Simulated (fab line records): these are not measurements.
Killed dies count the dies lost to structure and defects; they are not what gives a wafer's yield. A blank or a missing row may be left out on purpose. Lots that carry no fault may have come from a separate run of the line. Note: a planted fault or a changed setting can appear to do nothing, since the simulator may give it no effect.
fab line records -- flow rit_cmos
[record] lots = 7, wafers = 21, last_day = 7
route steps=202 shown GATE@83 M1@202
lots that met no fault: from a run of the same line without faults
start_h: start of the lot's first displayed wafer, in hours after the record's first day -- wait_h: hours from the lot's prior step to this one -- " identical to the entry in the row above -- L1.1+2: one row covering several wafers at once -- - no value present, or no start provided -- * or withheld: withheld -- < > ~ a bound
route shown NAME@n: a module of which the file shows steps, and the number in the route of the first -- usual: mean/standard deviation of fault-free wafers -- same: alike in all rows -- chamber/n: place in a boat -- sites: readings site by site -- _std_site: how widely they spread, as a standard deviation -- _edge_site: mean of outer sites minus mean of inner sites -- radius_mm: for every site, how far away it sits from the centre of the wafer -- mask NAME#n: copy n -- behind: the tool/chamber that last shaped the wafer -- hold: the reason the lot was held/the length of the hold in hours/how it ended -- device: the n, p or np transistor that did not switch -- end of line: the route-end tests of the same wafers -- for a step that has no rows: nothing shown but its recipe -- killed: not the wafer's yield, but the dies lost to structure and defects at the first sort -- map: dies across one wafer; x = killed, . = not, _ = none there
set.NAME: the setting as run; set.NAME@STEP: as run at that earlier step -- model.NAME: the simulator's own value behind a step, which no gauge read
lots seen at some steps along the route; tables by step, rows by wafer
services: from which hour (start_h, from the record's first day; less than 0 if before it) a tool's chamber was out of use, for how many hours, and why
[[steps]]
[step RIT_GATE_THK_MEAS_07]
[recipe] reads = SiO2_of_GATE_OXIDATION_05
[usual] GATE_OXIDE_THK = 2.98/0.064
lot.wafer,tool,chamber,start_h,wait_h,GATE_OXIDE_THK[nm]
L640.2,film_metro-01,-,69.70,0.0,3.00
L640.5,film_metro-01,-,69.70,0.0,2.98
L640.6,film_metro-01,-,69.70,0.0,2.97
L642.1,film_metro-02,-,80.40,0.0,2.94
L642.2,film_metro-02,-,80.40,0.0,2.93
L642.4,film_metro-02,-,80.40,0.0,2.93
L643.2,film_metro-01,-,88.13,0.0,3.06
L643.4,film_metro-01,-,88.13,0.0,2.98
L643.6,film_metro-01,-,88.13,0.0,3.00
L644.1,film_metro-01,-,92.88,0.0,3.03
L644.3,film_metro-01,-,92.88,0.0,2.92
L644.6,film_metro-01,-,92.88,0.0,3.08
L645.1,film_metro-01,-,101.22,0.0,3.03
L645.4,film_metro-01,-,101.22,0.0,3.03
L645.6,film_metro-01,-,101.22,0.0,3.01
L648.2,film_metro-04,-,114.62,0.0,2.97
L648.3,film_metro-04,-,114.62,0.0,2.95
L648.4,film_metro-04,-,114.62,0.0,2.91
L654.2,film_metro-04,-,142.71,0.0,2.96
L654.3,film_metro-04,-,142.71,0.0,2.94
L654.4,film_metro-04,-,142.71,0.0,3.00
[step RIT_GATE_CVD_08]
[recipe] material = poly-Si, target_thk_nm = 250, temp_c = 610, precursor = SiH4, time_s = 2220, pressure_mtorr = 300, sih4_flow_sccm = 100
[step RIT_GATE_THK_MEAS_09]
[recipe] reads = poly-Si_of_GATE_CVD_08
[usual] GATE_POLY_THK = 250.0/2.2
lot.wafer,tool,chamber,start_h,wait_h,GATE_POLY_THK[nm]
L640.2,film_metro-01,-,71.59,0.0,248.3
L640.5,film_metro-01,-,71.59,0.0,250.3
L640.6,film_metro-01,-,71.59,0.0,251.0
L642.1,film_metro-04,-,82.07,0.0,254.2
L642.2,film_metro-04,-,82.07,0.0,252.0
L642.4,film_metro-04,-,82.07,0.0,251.4
L643.2,film_metro-04,-,89.80,0.0,249.3
L643.4,film_metro-04,-,89.80,0.0,248.0
L643.6,film_metro-04,-,89.80,0.0,250.3
L644.1,film_metro-02,-,94.76,0.0,249.4
L644.3,film_metro-02,-,94.76,0.0,250.5
L644.6,film_metro-02,-,94.76,0.0,249.8
L645.1,film_metro-02,-,102.90,0.0,249.6
L645.4,film_metro-02,-,102.90,0.0,249.7
L645.6,film_metro-02,-,102.90,0.0,250.0
L648.2,film_metro-04,-,117.29,0.0,249.3
L648.3,film_metro-04,-,117.29,0.0,248.1
L648.4,film_metro-04,-,117.29,0.0,248.8
L654.2,film_metro-04,-,146.40,0.0,249.8
L654.3,film_metro-04,-,146.40,0.0,251.3
L654.4,film_metro-04,-,146.40,0.0,249.8
[step RIT_GATE_HMDS_10]
[recipe] prime_time_s = 60, prime_temp_c = 140
[step RIT_GATE_COAT_11]
[recipe] resist = NOVOLAK, spin_rpm = 4250, resist_thk_nm = 850
[step RIT_GATE_SOFTBAKE_12]
[recipe] resist = NOVOLAK, temp_c = 90, time_s = 60
[step RIT_GATE_EXPOSE_13]
[recipe] mask_id = M6, na = 0.6, source_shape = conventional, sigma_outer = 0.6, target_cd_nm = 150, dose_mj = 380
[step RIT_GATE_PEB_14]
[recipe] resist = NOVOLAK, temp_c = withheld, time_s = withheld
[step RIT_GATE_DEVELOP_15]
[recipe] resist = NOVOLAK, develop_time_s = 51.25, dev_temp_c = 23
[step RIT_GATE_CD_MEAS_16]
[recipe] target_cd_nm = 150
[usual] cd_nm = 149/3.1
lot.wafer,tool,chamber,start_h,wait_h,cd_nm
L640.2,cd_sem-01,-,72.64,-,153
L640.5,cd_sem-01,-,72.64,-,155
L640.6,cd_sem-01,-,72.64,-,152
L642.1,cd_sem-02,-,83.11,-,155
L642.2,cd_sem-02,-,83.11,-,155
L642.4,cd_sem-02,-,83.11,-,154
L643.2,cd_sem-01,-,90.72,-,150
L643.4,cd_sem-01,-,90.72,-,152
L643.6,cd_sem-01,-,90.72,-,153
L644.1,cd_sem-01,-,95.70,-,150
L644.3,cd_sem-01,-,95.70,-,152
L644.6,cd_sem-01,-,95.70,-,151
L645.1,cd_sem-02,-,103.94,-,147
L645.4,cd_sem-02,-,103.94,-,147
L645.6,cd_sem-02,-,103.94,-,148
L648.2,cd_sem-02,-,118.64,-,154
L648.3,cd_sem-02,-,118.64,-,155
L648.4,cd_sem-02,-,118.64,-,152
L654.2,cd_sem-01,-,147.32,-,153
L654.3,cd_sem-01,-,147.32,-,151
L654.4,cd_sem-01,-,147.32,-,151
[step RIT_GATE_OVL_MEAS_17]
[usual] GATE_OVL = 0.8/1.6
lot.wafer,tool,chamber,start_h,wait_h,GATE_OVL[nm]
L640.2,overlay-01,-,72.74,0.1,-0.2
L640.5,overlay-01,-,72.74,0.1,-1.0
L640.6,overlay-01,-,72.74,0.1,-2.2
L642.1,overlay-01,-,83.23,0.1,-0.4
L642.2,overlay-01,-,83.23,0.1,-1.0
L642.4,overlay-01,-,83.23,0.1,-0.8
L643.2,overlay-01,-,90.83,0.1,0.6
L643.4,overlay-01,-,90.83,0.1,0.1
L643.6,overlay-01,-,90.83,0.1,1.6
L644.1,overlay-02,-,95.82,0.1,0.2
L644.3,overlay-02,-,95.82,0.1,0.8
L644.6,overlay-02,-,95.82,0.1,-0.7
L645.1,overlay-02,-,104.06,0.1,-1.5
L645.4,overlay-02,-,104.06,0.1,-2.0
L645.6,overlay-02,-,104.06,0.1,0.2
L648.2,overlay-01,-,118.74,0.1,4.5
L648.3,overlay-01,-,118.74,0.1,4.3
L648.4,overlay-01,-,118.74,0.1,4.0
L654.2,overlay-02,-,147.43,0.1,0.9
L654.3,overlay-02,-,147.43,0.1,0.6
L654.4,overlay-02,-,147.43,0.1,0.6
[step RIT_GATE_HARDBAKE_18]
[recipe] resist = NOVOLAK, temp_c = 140, time_s = 60
[step RIT_GATE_ETCH_19]
[recipe] chemistry = SF6/CHF3/O2, time_s = 165, SF6_flow_sccm = 30, CHF3_flow_sccm = 30, O2_flow_sccm = 5, target = poly-Si, pressure_mtorr = 40, rf_w = 160, target_depth_a = 3125, over_etch_frac = 0.25, stop_on = SiO2
[usual] CHF3_flow_sccm = 30.02/0.084, O2_flow_sccm = 4.999/0.013, drypump_motor_current_A = 5.7/0.5, oes_product_au = 0.848/0.0095, throttle_valve_pct = 10.29/0.14
lot.wafer,tool,chamber,start_h,wait_h,CHF3_flow_sccm,O2_flow_sccm,drypump_motor_current_A,oes_product_au,rf_hours_counter_h,throttle_valve_pct,model.NOVOLAK_of_GATE_COAT_11.thk_nm,model.SiO2_of_FOX2_OXIDATION_00.thk_nm
L640.2,rie_si-01,0,72.92,0.1,30.12,4.994,6.1,0.851,158,10.44,673.9,242.8
L640.5,rie_si-01,0,72.92,0.1,30.18,4.983,6.0,0.849,-,10.41,674,242.7
L640.6,rie_si-01,3,72.92,0.1,30.00,4.997,4.9,0.843,-,10.24,673,247.8
L642.1,rie_si-01,1,83.41,0.1,-,-,-,-,-,-,753.1,259.9
L642.2,rie_si-01,2,83.41,0.1,-,-,-,-,-,-,755.1,255.8
L642.4,rie_si-01,1,83.41,0.1,-,-,-,-,-,-,754.5,254.7
L643.2,rie_si-02,0,91.01,0.1,-,-,-,-,-,-,752.4,248.7
L643.4,rie_si-02,3,91.01,0.1,-,-,-,-,-,-,753.4,245
L643.6,rie_si-02,2,91.01,0.1,-,-,-,-,-,-,753.6,245.9
L644.1,rie_si-01,0,96.00,0.1,-,-,-,-,-,-,753.8,259.4
L644.3,rie_si-01,2,96.00,0.1,-,-,-,-,-,-,751.4,257.9
L644.6,rie_si-01,2,96.00,0.1,-,-,-,-,-,-,750.9,254.9
L645.1,rie_si-02,0,104.24,0.1,29.93,4.995,6.1,0.839,3,10.39,665.5,243.3
L645.4,rie_si-02,1,104.24,0.1,29.99,5.001,5.1,0.839,113,10.28,665,250.1
L645.6,rie_si-02,3,104.24,0.1,29.91,4.995,5.3,0.847,-,10.20,663.5,240.3
L648.2,rie_si-01,3,119.02,0.1,30.06,5.001,4.9,0.837,86,10.22,668.5,249.5
L648.3,rie_si-01,2,119.02,0.1,29.95,4.991,5.8,0.851,143,10.55,671.8,244.5
L648.4,rie_si-01,1,119.02,0.1,30.01,5.003,5.8,0.856,85,10.30,671,244.1
L654.2,rie_si-01,3,147.61,0.1,30.07,4.984,4.9,0.841,86,10.23,673.4,241.4
L654.3,rie_si-01,0,147.61,0.1,30.04,5.002,6.0,0.844,0,10.41,671.7,237.2
L654.4,rie_si-01,0,147.61,0.1,29.94,5.004,6.0,0.856,-,10.42,672.5,240.1
[step RIT_GATE_STRIP_20]
[recipe] chemistry = O2, time_s = 180, resist = NOVOLAK, platen_temp_c = withheld, power_w = 500, pressure_mtorr = 4000, o2_flow_sccm = 4000
[usual] drypump_motor_current_A = 5.8/0.58
lot.wafer,tool,chamber,start_h,wait_h,drypump_motor_current_A,rf_hours_counter_h
L640.2,plasma_asher-03,1,73.03,0.1,4.9,25
L640.5,plasma_asher-03,0,73.03,0.1,6.4,-
L640.6,plasma_asher-03,1,73.03,0.1,4.9,-
L642.1,plasma_asher-01,0,83.52,0.1,5.2,46
L642.2,plasma_asher-01,1,83.52,0.1,6.5,46
L642.4,plasma_asher-01,1,83.52,0.1,6.5,-
L643.2,plasma_asher-03,0,91.12,0.1,6.4,27
L643.4,plasma_asher-03,0,91.12,0.1,6.4,-
L643.6,plasma_asher-03,1,91.12,0.1,4.8,-
L644.1,plasma_asher-01,0,96.11,0.1,5.2,47
L644.3,plasma_asher-01,1,96.11,0.1,6.5,-
L644.6,plasma_asher-01,0,96.11,0.1,5.2,-
L645.1,plasma_asher-02,1,104.35,0.1,5.8,45
L645.4,plasma_asher-02,0,104.35,0.1,5.7,-
L645.6,plasma_asher-02,1,104.35,0.1,5.8,-
L648.2,plasma_asher-02,0,119.13,0.1,5.7,0
L648.3,plasma_asher-02,1,119.13,0.1,5.7,-
L648.4,plasma_asher-02,0,119.13,0.1,5.7,-
L654.2,plasma_asher-01,0,147.72,0.1,5.2,54
L654.3,plasma_asher-01,0,147.72,0.1,5.2,-
L654.4,plasma_asher-01,1,147.72,0.1,6.5,-
[step RIT_GATE_CD_MEAS_90]
[recipe] target_cd_nm = 150
[usual] cd_nm = 149/3.1
lot.wafer,tool,chamber,start_h,wait_h,cd_nm
L640.2,cd_sem-02,-,73.23,0.1,153
L640.5,cd_sem-02,-,73.23,0.1,155
L640.6,cd_sem-02,-,73.23,0.1,153
L642.1,cd_sem-02,-,83.70,0.1,-
L642.2,cd_sem-02,-,83.70,0.1,-
L642.4,cd_sem-02,-,83.70,0.1,-
L643.2,cd_sem-01,-,91.31,0.1,-
L643.4,cd_sem-01,-,91.31,0.1,-
L643.6,cd_sem-01,-,91.31,0.1,-
L644.1,cd_sem-02,-,96.29,0.1,-
L644.3,cd_sem-02,-,96.29,0.1,-
L644.6,cd_sem-02,-,96.29,0.1,-
L645.1,cd_sem-01,-,104.52,0.1,147
L645.4,cd_sem-01,-,104.52,0.1,147
L645.6,cd_sem-01,-,104.52,0.1,148
L648.2,cd_sem-02,-,119.32,0.1,154
L648.3,cd_sem-02,-,119.32,0.1,155
L648.4,cd_sem-02,-,119.32,0.1,152
L654.2,cd_sem-01,-,147.91,0.1,153
L654.3,cd_sem-01,-,147.91,0.1,151
L654.4,cd_sem-01,-,147.91,0.1,150
[step RIT_M1_PROBE_99]
[usual] killed_at_front_end = 7/3.3, killed_dies = 7/3.3, killed_on_rim = 1.9/1.4, killed_open = 3.3/1.9, killed_short = 3.6/2.1
[same] gross_dies = 264, killed_at_M0_to_M3 = 0, killed_at_M4_up = 0, killed_at_back_side = 0, killed_at_contacts = 0, killed_at_other = 0
lot.wafer,tool,chamber,start_h,wait_h,killed_at_front_end,killed_dies,killed_on_rim,killed_open,killed_short
L640.2,prober-02,-,95.00,0.1,11,11,2,5,6
L640.5,prober-02,-,95.15,0.2,7,7,3,2,5
L640.6,prober-02,-,95.20,0.2,5,5,1,3,2
L642.1,prober-02,-,104.41,0.1,264,264,70,3,3
L642.2,prober-02,-,104.46,0.1,264,264,70,4,7
L642.4,prober-02,-,104.56,0.2,264,264,70,7,5
L643.2,prober-01,-,111.93,0.1,264,264,70,5,3
L643.4,prober-01,-,112.03,0.2,264,264,70,5,1
L643.6,prober-01,-,112.13,0.2,264,264,70,1,2
L644.1,prober-02,-,119.85,0.1,264,264,70,3,2
L644.3,prober-02,-,119.95,0.2,264,264,70,3,2
L644.6,prober-02,-,120.10,0.2,264,264,70,6,3
L645.1,prober-01,-,124.04,0.1,9,9,1,5,4
L645.4,prober-01,-,124.19,0.2,11,11,4,5,6
L645.6,prober-01,-,124.29,0.2,4,4,0,3,1
L648.2,prober-02,-,139.06,0.1,6,6,2,3,3
L648.3,prober-02,-,139.11,0.2,2,2,1,1,1
L648.4,prober-02,-,139.16,0.2,6,6,2,3,3
// killed by level:class
L640.2 GATE:geometric_particle:short=4 GATE:geometric_particle:open=3 FOX2:geometric_particle:open=1 SPACER:geometric_particle:short=1 SILICIDE:geometric_particle:short=1 SILICIDE:geometric_particle:open=1
L640.5 GATE:geometric_particle:short=3 GATE:geometric_particle:open=2 FOX2:geometric_particle:short=1 SILICIDE:geometric_particle:short=1
L640.6 GATE:geometric_particle:short=2 FOX1:geometric_particle:open=1 FOX2:geometric_particle:open=1 SILICIDE:geometric_particle:open=1
L642.1 GATE:area_etch=258 FOX2:geometric_particle:open=1 GATE:geometric_particle:short=1 REOX:geometric_particle:short=1 SPACER:geometric_particle:open=1 SPACER:geometric_particle:short=1 SILICIDE:geometric_particle:open=1
L642.2 GATE:area_etch=253 SPACER:geometric_particle:short=3 FOX2:geometric_particle:short=2 SILICIDE:geometric_particle:open=2 FOX1:geometric_particle:open=1 GATE:geometric_particle:short=1 SPACER:geometric_particle:open=1 SILICIDE:geometric_particle:short=1
L642.4 GATE:area_etch=252 SILICIDE:geometric_particle:open=3 GATE:geometric_particle:short=2 REOX:geometric_particle:open=2 SILICIDE:geometric_particle:short=2 FOX1:geometric_particle:open=1 FOX2:geometric_particle:short=1 GATE:geometric_particle:open=1
L643.2 GATE:area_etch=256 FOX1:geometric_particle:open=2 FOX2:geometric_particle:short=2 FOX1:geometric_particle:short=1 FOX2:geometric_particle:open=1 SPACER:geometric_particle:open=1 SILICIDE:geometric_particle:open=1
L643.4 GATE:area_etch=258 REOX:geometric_particle:open=3 SILICIDE:geometric_particle:open=2 GATE:geometric_particle:short=1
L643.6 GATE:area_etch=261 FOX1:geometric_particle:short=1 REOX:geometric_particle:short=1 SPACER:geometric_particle:open=1
L644.1 GATE:area_etch=259 GATE:geometric_particle:short=2 FOX1:geometric_particle:open=1 FOX2:geometric_particle:open=1 GATE:geometric_particle:open=1
L644.3 GATE:area_etch=259 GATE:geometric_particle:open=2 SPACER:geometric_particle:short=2 FOX1:geometric_particle:open=1
L644.6 GATE:area_etch=255 FOX1:geometric_particle:short=2 SPACER:geometric_particle:open=2 FOX1:geometric_particle:open=1 GATE:geometric_particle:short=1 GATE:geometric_particle:open=1 REOX:geometric_particle:open=1 SILICIDE:geometric_particle:open=1
L645.1 FOX2:geometric_particle:open=2 GATE:geometric_particle:short=2 GATE:geometric_particle:open=2 SPACER:geometric_particle:short=2 SPACER:geometric_particle:open=1
L645.4 FOX1:geometric_particle:open=2 GATE:geometric_particle:short=2 SILICIDE:geometric_particle:short=2 FOX1:geometric_particle:short=1 FOX2:geometric_particle:short=1 FOX2:geometric_particle:open=1 GATE:geometric_particle:open=1 REOX:geometric_particle:open=1
L645.6 FOX1:geometric_particle:open=2 FOX1:geometric_particle:short=1 SPACER:geometric_particle:open=1
L648.2 GATE:geometric_particle:open=3 FOX1:geometric_particle:short=1 GATE:geometric_particle:short=1 REOX:geometric_particle:short=1
L648.3 GATE:geometric_particle:open=1 GATE:geometric_particle:short=1
L648.4 GATE:geometric_particle:short=2 FOX1:geometric_particle:open=1 GATE:geometric_particle:open=1 REOX:geometric_particle:open=1 SPACER:geometric_particle:short=1
// map L642.1 (x killed, . not)
________xxxxxxx_______
_____xxxxxxxxxxxxx____
____xxxxxxxxxxxxxxx___
___xxxxxxxxxxxxxxxxx__
__xxxxxxxxxxxxxxxxxxx_
__xxxxxxxxxxxxxxxxxxx_
_xxxxxxxxxxxxxxxxxxxxx
_xxxxxxxxxxxxxxxxxxxxx
_xxxxxxxxxxxxxxxxxxxxx
_xxxxxxxxxxxxxxxxxxxxx
__xxxxxxxxxxxxxxxxxxx_
__xxxxxxxxxxxxxxxxxxx_
___xxxxxxxxxxxxxxxxx__
____xxxxxxxxxxxxxxx___
_____xxxxxxxxxxxxx____
________xxxxxxx_______
// map L643.2 (x killed, . not)
________xxxxxxx_______
_____xxxxxxxxxxxxx____
____xxxxxxxxxxxxxxx___
___xxxxxxxxxxxxxxxxx__
__xxxxxxxxxxxxxxxxxxx_
__xxxxxxxxxxxxxxxxxxx_
_xxxxxxxxxxxxxxxxxxxxx
_xxxxxxxxxxxxxxxxxxxxx
_xxxxxxxxxxxxxxxxxxxxx
_xxxxxxxxxxxxxxxxxxxxx
__xxxxxxxxxxxxxxxxxxx_
__xxxxxxxxxxxxxxxxxxx_
___xxxxxxxxxxxxxxxxx__
____xxxxxxxxxxxxxxx___
_____xxxxxxxxxxxxx____
________xxxxxxx_______
[[services]]
tool,chamber,start_h,hours,kind
rie_si-02,2,60.10,15.2,repair
rie_si-02,1,73.69,13.0,repair
rie_si-01,0,74.24,-,clean
rie_si-01,0,74.24,21.4,scheduled_down
rie_si-01,0,74.24,21.4,vent_cycle
plasma_asher-03,-,99.91,28.1,pm
plasma_asher-02,-,108.75,9.0,pm
plasma_asher-02,0,108.75,9.0,vent_cycle
plasma_asher-02,1,108.75,9.0,vent_cycle
plasma_asher-02,0,117.75,-,clean
plasma_asher-02,1,117.75,-,clean
plasma_asher-01,-,129.07,1.5,repair
plasma_asher-03,-,136.23,5.4,repair
rie_si-01,2,143.03,-,clean
rie_si-01,2,143.03,20.9,scheduled_down
rie_si-01,2,143.03,20.9,vent_cycle
[[key]]
[first_sign] step = RIT_GATE_ETCH_19, reading = tool_record, direction = missing
[effect] step = RIT_GATE_CD_MEAS_90, reading = cd_nm, direction = missing
[effect] step = RIT_M1_PROBE_99, reading = killed_at_front_end, direction = up, sigmas = 79, usual = 7, struck = 264
[model_effect] step = RIT_GATE_ETCH_19, value = NOVOLAK_of_GATE_COAT_11.thk_nm, without = 672, struck = 753.1
[more_kills_born_at] RIT_GATE_ETCH_19@rie_si-01 = 1536, RIT_GATE_ETCH_19@rie_si-02 = 775
met_at RIT_GATE_ETCH_19
struck_wafers L642.1,L642.2,L642.4,L643.2,L643.4,L643.6,L644.1,L644.3,L644.6
later_rows_left_out L642.1,L642.2,L642.4,L643.2,L643.4,L643.6,L644.1,L644.3,L644.6
tester_left_out L642,L643,L644
onset_between 72.92 83.41
[fault] kind = skipped_step_whole, tool = rie_si-01,rie_si-02, chamber = -, onset_h = 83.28, steps = RIT_GATE_ETCH_19, scope = struck_lots_only
// tester_left_out: of these lots the tester's yield and bins aren't shown, on N5 and GAA mostly nor the transistor test; their killed dies are dies lost to structure and defects alone, not to doping, threshold or leakage, so they don't give the yield
// later_rows_left_out: the simulator's readings of these wafers behind a module that went badly wrong aren't trusted and aren't shown, but for the sort
